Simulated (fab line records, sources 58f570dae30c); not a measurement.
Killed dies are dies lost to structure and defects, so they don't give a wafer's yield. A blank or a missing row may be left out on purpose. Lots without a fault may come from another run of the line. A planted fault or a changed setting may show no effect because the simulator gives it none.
A struck lot beside a sound one | flow berkeley_cmos170 | 23 steps out of a route of 331
Sound: wafers L910.2, L910.3, L910.5. Struck: wafers L918.1, L918.2, L918.6. The cause comes at the end.
At each step with rows: each side's tool, then ch and its chambers, then its first start. Under that, the readings that differ: sound wafers | struck wafers | difference of the means | sigmas: that difference in standard deviations of wafers without a fault.
alike: readings whose means differ by less than 2 such deviations, and words and numbers that are the same on both sides. not compared: withheld readings, readings that some wafer has no value for, bounds like >300 that may hide the same value, and numbers for which the record gives no deviation and whose values overlap.
The two part at a step that has a row with sigmas, a row that says differs or no value, or rows on one side only. Numbers that don't overlap but have no deviation are shown without sigmas and don't part them. A reading that every wafer of one side lacks parts them only if that side has two wafers or more.

UCB170_M1_ETCH_11: etches BARC in N2/H2.
  sound on rie_diel-02 ch 0,2, day 10 03:19; struck on rie_diel-04 ch 0,1,3, day 11 23:38
  alike: drypump_motor_current_A, oes_product_au, rf_fwd_power_W, throttle_valve_pct
UCB170_M1_METAL_ETCH_12: etches Al in Cl2/BCl3, stops on PSG, target depth 780 nm, time 130 s.
  sound on rie_metal-01 ch 0,1, day 10 03:22; struck on rie_metal-01 ch 0,1, day 11 23:40
  alike: drypump_motor_current_A, mfc_cl2_sccm, oes_product_au, rf_fwd_power_W, throttle_valve_pct
  not compared: rf_hours_counter_h
UCB170_M1_STRIP_13: strips in O2.
  sound on plasma_asher-04 ch 0,1, day 10 03:29; struck on plasma_asher-03 ch 0,1, day 11 23:48
  alike: drypump_motor_current_A, o2_flow_sccm, oes_product_au
  not compared: rf_hours_counter_h
UCB170_M1_CD_MEAS_90: target cd 700 nm.
  sound on cd_sem-01, day 10 03:37; struck on cd_sem-01, day 11 23:54
  alike: cd_nm
then, 1 step without rows for these wafers: UCB170_M1_ANNEAL_14 (time 1200 s).
UCB170_V1_CVD_00: deposits SiO2 from TEOS/O2, target thk 2000 nm, time 250 s.
  sound on pecvd-01 ch 0,1, day 10 05:03; struck on pecvd-04 ch 0,2, day 12 01:22
  alike: heater_power_w, rf_fwd_power_W
  not compared: since_wet_clean_h
UCB170_V1_THK_MEAS_01:
  sound on film_metro-01, day 10 05:13; struck on film_metro-04, day 12 01:31
  alike: V1_TEOS_THK
UCB170_V1_CMP_02: polishes SiO2.
  sound on cmp-01 ch 1,2, day 10 05:16; struck on cmp-01 ch 0,1,3, day 12 01:37
  alike: motor_current_A
UCB170_V1_BOW_MEAS_03:
  sound on film_metro-04, day 10 05:35; struck on film_metro-04, day 12 01:52
  alike: V1_BOW
UCB170_V1_THK_MEAS_04:
  sound on film_metro-04, day 10 05:41; struck on film_metro-04, day 12 01:59
  alike: V1_POLISHED_THK
then, 2 steps without rows for these wafers: UCB170_V1_CLEAN_05 (cleans in DIW); UCB170_V1_HMDS_06 (prime time 60 s).
UCB170_V1_COAT_07: resist thk 900 nm.
  sound on litho_track-04 ch 0, day 10 06:05; struck on litho_track-03 ch 0, day 12 03:27
  reading                             | sound             | struck         | difference | sigmas
  model.KrF_of_V1_COAT_07.thk_nm (nm) | 901.4 899.6 901.7 | 1073 1071 1075 | +172       |
then, 4 steps without rows for these wafers: UCB170_V1_SOFTBAKE_08 (time 60 s); UCB170_V1_EXPOSE_09 (exposes mask VIA1, target cd 700 nm); UCB170_V1_PEB_10; UCB170_V1_DEVELOP_11 (develop time 45 s).
UCB170_V1_CD_MEAS_12: target cd 700 nm.
  sound on cd_sem-01, day 10 07:07; struck on cd_sem-01, day 12 04:26
  reading    | sound             | struck            | difference | sigmas
  cd_nm (nm) | 701.0 700.7 701.6 | 693.8 694.9 694.6 | -6.7       | -5
UCB170_V1_OVL_MEAS_13:
  sound on overlay-02, day 10 07:13; struck on overlay-01, day 12 04:34
  alike: V1_OVL
UCB170_V1_ETCH_14: etches SiO2 in CHF3/CF4/Ar, stops on Al, target depth 1250 nm, time 291 s.
  sound on rie_diel-03 ch 0,3, day 10 07:15; struck on rie_diel-03 ch 2,3, day 12 04:35
  reading                             | sound             | struck            | difference | sigmas
  model.KrF_of_V1_COAT_07.thk_nm (nm) | 606.5 610.7 604.3 | 779.1 774.7 780.5 | +170.9     |
  model.V1.cd_nm (nm)                 | 701.1 701.9 702.3 | 694 695.8 695.1   | -7         |
  alike: drypump_motor_current_A, oes_product_au, rf_fwd_power_W, throttle_valve_pct
  not compared: rf_hours_counter_h
UCB170_V1_STRIP_15: strips in O2.
  sound on plasma_asher-03 ch 0,1, day 10 07:26; struck on plasma_asher-02 ch 0,1, day 12 04:46
  reading                      | sound             | struck            | difference | sigmas
  strip_time_to_endpoint_s (s) | 15.22 15.32 15.18 | 19.29 19.20 19.33 | +4.03      | +24
  alike: drypump_motor_current_A, o2_flow_sccm, oes_product_au
  not compared: rf_hours_counter_h
UCB170_V1_CD_MEAS_90: target cd 700 nm.
  sound on cd_sem-01, day 10 07:33; struck on cd_sem-02, day 12 04:52
  reading    | sound             | struck            | difference | sigmas
  cd_nm (nm) | 700.9 702.0 702.1 | 694.1 695.5 695.3 | -6.7       | -4
UCB170_M3_PROBE_99:
  the record has rows for the sound wafers here (prober-01, day 10 16:48) and none for the struck ones

WHERE THEY PART
First at UCB170_V1_CD_MEAS_12; last, within this record, at UCB170_M3_PROBE_99.

WHY: what the simulator had put in
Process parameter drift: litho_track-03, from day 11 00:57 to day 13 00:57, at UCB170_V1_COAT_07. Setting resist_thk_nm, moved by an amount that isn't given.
